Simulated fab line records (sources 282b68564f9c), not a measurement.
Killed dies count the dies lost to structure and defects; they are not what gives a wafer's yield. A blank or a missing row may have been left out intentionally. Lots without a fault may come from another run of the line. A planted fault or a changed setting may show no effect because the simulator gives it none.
Comparing a struck lot with a sound one || flow rit-cmos || 43 out of 202 route steps
Sound: these wafers, L835.2, L835.3, L835.5. Wafers L834.1, L834.4, L834.6 were the ones struck. At the end, the cause is stated.
Per side, at each step with rows, come the tool, then ch with its chambers, and then its first start. Under that, the readings that differ: sound wafers || struck wafers || difference of the means || sigmas: that difference in standard deviations of wafers without a fault.
alike: a reading whose means differ by less than 2 such deviations, as well as words and numbers matching on both sides. not compared: withheld readings; readings where some wafer has no value; bounds like >300 that might hide an equal value; numbers whose values overlap and for which the record gives no deviation.
A row with sigmas, a row that says differs or no value, or rows on one side alone: a step with any of these is where the two part. When numbers do not overlap yet have no deviation, they are printed without sigmas and do not part them. A reading that every wafer of one side lacks parts them only if that side has two wafers or more.

first, 1 step without rows for these wafers: RIT_NRETRO_IMPLANT_08.
RIT_NRETRO_STRIP_09: strips in O2, time 180 s.
  sound on plasma-asher-02 ch 0,1, day 6 10:48; struck on plasma-asher-03 ch 0,1, day 6 03:24
  alike: drypump-motor-current-A
  not compared: rf-hours-counter-h
RIT_NRETRO_TW_MEAS_10:
  sound: film-metro-01 at day 6 10:59; struck: film-metro-03 at day 6 03:35
  alike: NRETRO_TW
then, 6 steps without rows for these wafers: RIT_PRETRO_HMDS_00 (prime time 60 s); RIT_PRETRO_COAT_01 (resist thk 1300 nm); RIT_PRETRO_SOFTBAKE_02 (time 60 s); RIT_PRETRO_EXPOSE_03 (exposes mask M5, target cd 43700 nm); RIT_PRETRO_PEB_04; RIT_PRETRO_DEVELOP_05 (develop time 68 s).
RIT_PRETRO_OVL_MEAS_06:
  sound: overlay-01 at day 6 11:56; struck: overlay-01 at day 6 04:38
  alike: PRETRO_OVL
then, 2 steps without rows for these wafers: RIT_PRETRO_HARDBAKE_07 (time 120 s); RIT_PRETRO_IMPLANT_08.
RIT_PRETRO_STRIP_09: strips in O2, time 180 s.
  sound on plasma-asher-04 ch 0,1, day 6 12:22; struck on plasma-asher-02 ch 0,1, day 6 05:05
  alike: drypump-motor-current-A
  not compared: rf-hours-counter-h
RIT_PRETRO_TW_MEAS_10:
  sound: film-metro-04 at day 6 12:32; struck: film-metro-04 at day 6 05:16
  alike: PRETRO_TW
then, 5 steps without rows for these wafers: RIT_GATE_WET_ETCH_00 (etches SiO2 in BOE, target depth 56 nm, time 60 s); RIT_GATE_CLEAN_01 (cleans in SC1, time 600 s); RIT_GATE_CLEAN_02 (cleans in dHF, time 30 s); RIT_GATE_CLEAN_03 (cleans in SC2, time 600 s); RIT_GATE_CLEAN_04 (cleans in dHF, time 60 s).
RIT_FOX2_THK_MEAS_91:
  sound: film-metro-03 at day 6 13:02; struck: film-metro-03 at day 6 05:44
  alike: FIELD_OXIDE_LEFT_2_THK
then, 2 steps without rows for these wafers: RIT_GATE_OXIDATION_05 (target thk 3 nm, ox time 270 s); RIT_GATE_ANNEAL_06 (time 600 s).
RIT_GATE_THK_MEAS_07:
  sound: film-metro-04 at day 6 23:32; struck: film-metro-03 at day 6 17:41
  alike: GATE_OXIDE_THK
then, 1 step without rows for these wafers: RIT_GATE_CVD_08 (deposits poly-Si from SiH4, target thk 250 nm, time 2220 s).
RIT_GATE_THK_MEAS_09:
  sound: film-metro-04 at day 7 01:13; struck: film-metro-03 at day 6 19:22
  alike: GATE_POLY_THK
then, 6 steps without rows for these wafers: RIT_GATE_HMDS_10 (prime time 60 s); RIT_GATE_COAT_11 (resist thk 850 nm); RIT_GATE_SOFTBAKE_12 (time 60 s); RIT_GATE_EXPOSE_13 (exposes mask M6, target cd 150 nm); RIT_GATE_PEB_14; RIT_GATE_DEVELOP_15 (develop time 50 s).
RIT_GATE_CD_MEAS_16: target cd 150 nm.
  sound: cd-sem-02 at day 7 02:08; struck: cd-sem-01 at day 6 20:38
  alike: cd-nm
RIT_GATE_OVL_MEAS_17:
  sound: overlay-02 at day 7 02:14; struck: overlay-01 at day 6 20:46
  alike: GATE_OVL
then, 1 step without rows for these wafers: RIT_GATE_HARDBAKE_18 (time 60 s).
RIT_GATE_ETCH_19: etches poly-Si in SF6/CHF3/O2, stops on SiO2, time 165 s, target depth 312.5 nm.
  sound on rie-si-01 ch 0,2,3, day 7 02:25; struck on rie-si-02 ch 1,2,3, day 6 20:56
  alike: drypump-motor-current-A, oes-product-au, throttle-valve-pct
  not compared: rf-hours-counter-h
RIT_GATE_STRIP_20: strips in O2, time 180 s.
  sound on plasma-asher-01 ch 0,1, day 7 02:32; struck on plasma-asher-01 ch 0,1, day 6 21:03
  alike: drypump-motor-current-A
  not compared: rf-hours-counter-h
RIT_GATE_CD_MEAS_90: target cd 150 nm.
  sound: cd-sem-01 at day 7 02:43; struck: cd-sem-01 at day 6 21:14
  alike: cd-nm
then, 4 steps without rows for these wafers: RIT_REOX_CLEAN_00 (cleans in SC1, time 600 s); RIT_REOX_CLEAN_01 (cleans in dHF, time 30 s); RIT_REOX_CLEAN_02 (cleans in SC2, time 600 s); RIT_REOX_OXIDATION_03 (target thk 25.2 nm, ox time 5580 s).
RIT_REOX_THK_MEAS_04:
  sound: film-metro-04 at day 7 11:17; struck: film-metro-02 at day 7 04:01
  alike: REOX_OXIDE_THK
RIT_M1_PROBE_99:
  only the struck wafers here have rows in the record (prober-01, day 7 23:07); the sound ones have none

== WHERE THEY PART ==
At RIT_M1_PROBE_99 and nowhere else, as far as this record goes.

WHY: whatever the simulator had introduced
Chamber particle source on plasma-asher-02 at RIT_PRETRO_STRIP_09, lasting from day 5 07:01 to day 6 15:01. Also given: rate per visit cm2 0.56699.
